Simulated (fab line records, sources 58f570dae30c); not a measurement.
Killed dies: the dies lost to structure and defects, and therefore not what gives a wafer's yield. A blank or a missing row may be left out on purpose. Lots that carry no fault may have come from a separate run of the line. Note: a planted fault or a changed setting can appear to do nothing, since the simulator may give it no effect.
Comparing a struck lot with a sound one    flow berkeley cmos170    25 out of 331 route steps
Sound: wafers L724.2, L724.5, L724.6. Wafers struck: L735.4, L735.5, L735.6. The cause comes at the end.
For every step that has rows: the tool of each side, followed by ch and its chambers, followed by its first start. Under that, the readings that differ: sound wafers    struck wafers    difference of the means    sigmas: that difference in standard deviations of wafers without a fault.
alike: same words and numbers on both sides, and readings whose means sit less than 2 such deviations apart. not compared: any withheld reading, any reading some wafer has no value for, any bound like >300 that may hide the same value, and any number with overlapping values for which the record gives no deviation.
Wherever a step has rows on one side only, a row that says differs or no value, or a row with sigmas, the two part there. Numbers that don't overlap but have no deviation are shown without sigmas and don't part them. A reading missing from all wafers of one side parts the sides only when that side holds two or more wafers.

first, 1 step without rows for these wafers: UCB170_PSD_IMPLANT_08.
UCB170_PSD_STRIP_09: strips in O2.
  sound on plasma asher-02 ch 0,1, day 7 22:08; struck on plasma asher-02 ch 0,1, day 9 15:14
  alike: drypump motor current A, o2 flow sccm, oes product au, strip time to endpoint s
  not compared: rf hours counter h
UCB170_PSD_TW_MEAS_10:
  sound on film metro-01 at day 7 22:15; struck on film metro-04 at day 9 15:20
reading  sound           struck          difference  sigmas
PSD_TW   2345 2338 2346  2295 2286 2300  -49         -2
then, 7 steps without rows for these wafers: UCB170_PSD_CLEAN_11 (cleans in SPM, time 600 s); UCB170_NSD_HMDS_00 (prime time 60 s); UCB170_NSD_COAT_01 (resist thk 900 nm); UCB170_NSD_SOFTBAKE_02 (time 60 s); UCB170_NSD_EXPOSE_03 (exposes mask NSELECT MOD, target cd 1200 nm); UCB170_NSD_PEB_04; UCB170_NSD_DEVELOP_05 (develop time 45 s).
UCB170_NSD_CD_MEAS_06 targets a cd of 1200 nm.
  sound on cd sem-02 at day 7 23:53; struck on cd sem-01 at day 9 17:02
  alike: cd nm
UCB170_NSD_OVL_MEAS_07:
  sound on overlay-01 at day 8 00:00; struck on overlay-02 at day 9 17:07
  alike: NSD_OVL
UCB170_NSD_IMPLANT_08:
  sound on implanter-02 ch 0, day 8 00:03; struck on implanter-01 ch 0, day 9 17:13
reading                           sound                             struck                            difference   sigmas
dose ions cm2                     2.9904e+15 2.9962e+15 3.0034e+15  1.6477e+15 1.6516e+15 1.6495e+15  -1.3471e+15  -99 or more
end station pressure torr (Torr)  1.27e-05 1.24e-05 1.28e-05        9.9e-06 9e-06 9.6e-06             -3.1e-06     -5
faraday current uA                9349 9115 9235                    5221 5113 4941                    -4141        -23
UCB170_NSD_STRIP_09: strips in O2.
  sound on plasma asher-01 ch 0,1, day 8 00:11; struck on plasma asher-03 ch 0,1, day 9 17:19
reading                       sound              struck             difference  sigmas
oes product au (a.u.)         0.530 0.532 0.530  0.590 0.593 0.589  +0.060      +14
strip time to endpoint s (s)  35.88 35.84 35.88  30.50 30.45 30.45  -5.40       -73
  alike: drypump motor current A, o2 flow sccm
  not compared: rf hours counter h
UCB170_NSD_TW_MEAS_10:
  sound on film metro-01 at day 8 00:17; struck on film metro-01 at day 9 17:39
reading  sound           struck          difference  sigmas
NSD_TW   4186 4215 4196  3911 3903 3934  -283        -6
  not compared: hold
then, 3 steps without rows for these wafers: UCB170_BACKSIDE_HMDS_00 (prime time 60 s); UCB170_BACKSIDE_COAT_01 (resist thk 900 nm); UCB170_BACKSIDE_SOFTBAKE_02 (time 60 s).
UCB170_BACKSIDE_STRIP_03: strips in O2.
  sound on plasma asher-03 ch 0,1, day 8 01:19; struck on plasma asher-03 ch 0,1, day 9 20:20
  alike: drypump motor current A, o2 flow sccm, oes product au, strip time to endpoint s
  not compared: rf hours counter h
then, 1 step without rows for these wafers: UCB170_BACKSIDE_CLEAN_04 (cleans in SPM, time 600 s).
UCB170_SDANNEAL_RTA_00: time 10 s.
  sound on rtp anneal-02 ch 0, day 8 01:37; struck on rtp anneal-01 ch 0, day 9 20:48
reading             sound              struck             difference  sigmas
anneal temp c max   901.9 902.1 901.8  907.3 906.3 904.3  +4.0        +2
lamp power pct (%)  22.4 22.4 22.4     24.0 24.0 24.0     +1.6        +2
  alike: wafer_temp_C_max
UCB170_SDANNEAL_RTA_01: time 5 s.
  sound on rtp anneal-02 ch 0, day 8 01:40; struck on rtp anneal-01 ch 0, day 9 20:52
reading             sound           struck          difference  sigmas
lamp power pct (%)  34.6 34.6 34.6  37.0 37.0 37.1  +2.4        +2
  alike: anneal temp c max, wafer_temp_C_max
UCB170_SDANNEAL_RS_MEAS_02: uses a four-point probe to measure.
  sound on film metro-03 at day 8 01:44; struck on film metro-01 at day 9 20:57
reading          sound           struck          difference  sigmas
PSD_RS (ohm/sq)  75.7 75.1 75.2  75.9 76.2 75.8  +0.6        +2
UCB170_SDANNEAL_RS_MEAS_03: uses a four-point probe to measure.
  sound on film metro-03 at day 8 01:52; struck on film metro-01 at day 9 21:22
reading          sound              struck             difference  sigmas
NSD_RS (ohm/sq)  37.20 37.43 37.22  53.95 53.94 53.94  +16.66      +99 or more
  not compared: hold
UCB170_M3_PROBE_99:
  the record holds rows for the sound wafers here (prober-02, day 9 03:46) but none for the struck ones

== WHERE THEY PART ==
At UCB170_PSD_TW_MEAS_10 first; at UCB170_M3_PROBE_99 last (within this record only).

WHY: the cause the simulator had injected
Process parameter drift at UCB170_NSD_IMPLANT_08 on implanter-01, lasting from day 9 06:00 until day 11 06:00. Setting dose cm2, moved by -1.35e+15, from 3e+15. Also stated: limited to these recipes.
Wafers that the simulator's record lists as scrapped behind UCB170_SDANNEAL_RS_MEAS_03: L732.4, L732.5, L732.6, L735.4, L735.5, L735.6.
